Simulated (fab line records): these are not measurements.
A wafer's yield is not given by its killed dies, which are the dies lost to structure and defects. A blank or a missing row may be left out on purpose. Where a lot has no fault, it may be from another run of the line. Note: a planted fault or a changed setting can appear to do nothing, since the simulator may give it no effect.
Matching of chambers ; flow berkeley_cmos170 ; 4 sister chambers for UCB170_GATE_ETCH_15 on rie_si-01
The step etches poly-Si in HBr/Cl2, stops on SiO2, time 56.3 s, target depth 278.2 nm. 14 wafers are shown with their chamber, then 7 later ones without.

## WAFERS WITH THEIR CHAMBER
wafer;chamber;throttle_valve_pct (%);run_length_s (s);oes_product_au (a.u.)
L667.1;1;26.32;85.5;0.796
L667.2;3;26.54;84.1;0.823
L667.3;2;26.41;83.9;0.828
L669.2;2;26.42;84.0;0.828
L669.3;0;26.74;84.8;0.808
L669.4;3;26.54;84.3;0.829
L670.1;2;26.41;84.0;0.842
L670.2;1;26.32;85.2;0.818
L670.4;0;26.73;85.0;0.806
L682.1;0;26.72;85.2;0.819
L682.2;2;26.42;84.4;0.835
L682.5;2;26.41;84.6;0.830
L684.1;0;26.71;84.6;0.814
L684.3;3;26.53;84.6;0.839

SIGNATURES (means of the wafers above)
reading;chamber 0;chamber 1;chamber 2;chamber 3;scatter within a chamber
throttle_valve_pct;26.7250;26.3200;26.4140;26.5367;0.00829
run_length_s;84.900;85.350;84.180;84.333;0.272
oes_product_au;0.81175;0.80700;0.83260;0.83033;0.00788
Rule: a wafer's distance from a chamber is the root of the sum, over the readings, of the square of ((its reading less the chamber's mean) divided by the reading's scatter). The wafer belongs to the nearest chamber; if the next one is less than 2 further off, it can't be placed. The scatter: the root of (the sum of the squares of (reading less its chamber's mean) over the shown wafers, divided by (wafers less chambers)).

## WAFERS WHOSE CHAMBER IS MISSING
wafer;throttle_valve_pct (%);run_length_s (s);oes_product_au (a.u.)
L684.5;26.42;84.0;0.838
L687.1;26.42;84.0;0.828
L687.3;26.54;84.6;0.821
L687.5;26.72;84.8;0.810
L688.1;26.75;84.8;0.827
L688.4;26.51;85.1;0.842
L688.5;26.51;85.3;0.835

## EACH ONE'S CHAMBER
wafer;from the rows above;in truth
L684.5;2;2
L687.1;2;2
L687.3;3;3
L687.5;0;0
L688.1;0;0
L688.4;3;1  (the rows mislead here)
L688.5;3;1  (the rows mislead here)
Correct placement for 5 of the 7. Can't be placed from these rows: 0. Number placed wrongly: 2.
